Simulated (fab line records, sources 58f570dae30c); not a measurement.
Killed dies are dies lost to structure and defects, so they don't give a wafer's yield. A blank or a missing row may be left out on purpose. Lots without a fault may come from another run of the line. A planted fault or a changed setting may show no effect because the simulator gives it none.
A struck lot beside a sound one | flow berkeley_cmos170 | 41 steps out of a route of 331
Sound: wafers L492.3, L492.4, L492.6. Struck: wafers L482.2, L482.4, L482.5. The cause comes at the end.
At each step with rows: each side's tool, then ch and its chambers, then its first start. Under that, the readings that differ: sound wafers | struck wafers | difference of the means | sigmas: that difference in standard deviations of wafers without a fault.
alike: readings whose means differ by less than 2 such deviations, and words and numbers that are the same on both sides. not compared: withheld readings, readings that some wafer has no value for, bounds like >300 that may hide the same value, and numbers for which the record gives no deviation and whose values overlap.
The two part at a step that has a row with sigmas, a row that says differs or no value, or rows on one side only. Numbers that don't overlap but have no deviation are shown without sigmas and don't part them. A reading that every wafer of one side lacks parts them only if that side has two wafers or more.

first, 2 steps without rows for these wafers: UCB170_PFIELD_PEB_04; UCB170_PFIELD_DEVELOP_05 (develop time 45 s).
UCB170_PFIELD_OVL_MEAS_06:
  sound on overlay-01, day 8 22:32; struck on overlay-01, day 6 10:05
  alike: PFIELD_OVL
then, 1 step without rows for these wafers: UCB170_PFIELD_IMPLANT_07.
UCB170_PFIELD_STRIP_08: strips in O2.
  sound on plasma_asher-03 ch 0,1, day 8 22:44; struck on plasma_asher-01 ch 0,1, day 6 10:16
  alike: drypump_motor_current_A, oes_product_au, strip_time_to_endpoint_s
  not compared: rf_hours_counter_h
UCB170_PFIELD_TW_MEAS_09:
  sound on film_metro-03, day 8 22:50; struck on film_metro-04, day 6 10:22
  alike: PFIELD_TW
then, 2 steps without rows for these wafers: UCB170_FIELD_CLEAN_00 (cleans in dHF, time 7.5 s); UCB170_FIELD_OXIDATION_01 (target thk 558.3 nm, ox time 7200 s).
UCB170_FIELD_THK_MEAS_02:
  sound on film_metro-04, day 9 05:19; struck on film_metro-03, day 6 15:29
  alike: FIELD_OXIDE_THK
then, 3 steps without rows for these wafers: UCB170_FIELD_ANNEAL_03 (time 1200 s); UCB170_FIELD_WET_ETCH_04 (etches SiO2 in dHF, time 60 s); UCB170_FIELD_WET_ETCH_05 (etches Si3N4 in H3PO4, time 12600 s).
UCB170_FIELD_WET_ETCH_06: etches SiO2 in BOE, time 22 s.
  sound on wet_bench-01 ch 3, day 9 14:26; struck on wet_bench-01 ch 0, day 6 23:21
  no value came back on the struck wafers for bath_heat_duty_pct (%), run_length_s (s); on the sound wafers bath_heat_duty_pct (%) reads 6.6 5.9 6.3
  reading                                       | sound             | struck            | difference | sigmas
  model.SiO2_of_FIELD_OXIDATION_01.thk_nm (nm)  | 442.5 437.6 437.1 | 486.5 488.5 485.1 | +47.6      |
  model.SiO2_of_ACTIVE_OXIDATION_02.thk_nm (nm) | 0 0 0             | 21.67 22.01 21.79 | +21.82     |
UCB170_FIELD_THK_MEAS_90:
  sound on film_metro-04, day 9 14:29; struck on film_metro-03, day 6 23:22
  reading                     | sound       | struck      | difference | sigmas
  FIELD_OXIDE_LEFT_1_THK (nm) | 443 438 437 | 487 488 485 | +47        | +4
then, 11 steps without rows for these wafers: UCB170_SACOX_CLEAN_00 (cleans in dHF, time 7.5 s); UCB170_SACOX_OXIDATION_01 (target thk 14.4 nm, ox time 2400 s); UCB170_SCREENOX_WET_ETCH_00 (etches SiO2 in dHF, time 200 s); UCB170_SCREENOX_OXIDATION_01 (target thk 14.4 nm, ox time 2400 s); UCB170_SCREENOX_ANNEAL_03 (time 900 s); UCB170_NVT_HMDS_00 (prime time 60 s); UCB170_NVT_COAT_01 (resist thk 900 nm); UCB170_NVT_SOFTBAKE_02 (time 60 s); UCB170_NVT_EXPOSE_03 (exposes mask PWELL, target cd 3000 nm); UCB170_NVT_PEB_04; UCB170_NVT_DEVELOP_05 (develop time 45 s).
UCB170_NVT_OVL_MEAS_06:
  sound on overlay-02, day 10 00:50; struck on overlay-01, day 7 14:53
  alike: NVT_OVL
then, 1 step without rows for these wafers: UCB170_NVT_IMPLANT_07.
UCB170_NVT_STRIP_08: strips in O2.
  sound on plasma_asher-02 ch 0,1, day 10 01:02; struck on plasma_asher-02 ch 0,1, day 7 15:04
  alike: drypump_motor_current_A, oes_product_au, strip_time_to_endpoint_s
  not compared: rf_hours_counter_h
UCB170_NVT_TW_MEAS_09:
  sound on film_metro-03, day 10 01:07; struck on film_metro-04, day 7 15:10
  alike: NVT_TW
then, 7 steps without rows for these wafers: UCB170_NVT_CLEAN_10 (cleans in SPM, time 600 s); UCB170_PVT_HMDS_00 (prime time 60 s); UCB170_PVT_COAT_01 (resist thk 900 nm); UCB170_PVT_SOFTBAKE_02 (time 60 s); UCB170_PVT_EXPOSE_03 (exposes mask NWELL, target cd 3000 nm); UCB170_PVT_PEB_04; UCB170_PVT_DEVELOP_05 (develop time 45 s).
UCB170_PVT_OVL_MEAS_06:
  sound on overlay-01, day 10 05:03; struck on overlay-01, day 7 16:40
  alike: PVT_OVL
then, 1 step without rows for these wafers: UCB170_PVT_IMPLANT_07.
UCB170_PVT_STRIP_08: strips in O2.
  sound on plasma_asher-03 ch 0,1, day 10 05:16; struck on plasma_asher-04 ch 1, day 7 16:50
  alike: drypump_motor_current_A, oes_product_au, strip_time_to_endpoint_s
  not compared: rf_hours_counter_h
UCB170_PVT_TW_MEAS_09:
  sound on film_metro-02, day 10 05:21; struck on film_metro-03, day 7 16:57
  reading | sound       | struck      | difference | sigmas
  PVT_TW  | 521 523 521 | 508 509 506 | -14        | -2
UCB170_FIELD_THK_MEAS_91:
  sound on film_metro-04, day 10 05:28; struck on film_metro-02, day 7 17:07
  reading                     | sound       | struck      | difference | sigmas
  FIELD_OXIDE_LEFT_2_THK (nm) | 354 350 349 | 398 400 397 | +47        | +4

WHERE THEY PART
First at UCB170_FIELD_WET_ETCH_06; last, within this record, at UCB170_FIELD_THK_MEAS_91.

WHY: what the simulator had put in
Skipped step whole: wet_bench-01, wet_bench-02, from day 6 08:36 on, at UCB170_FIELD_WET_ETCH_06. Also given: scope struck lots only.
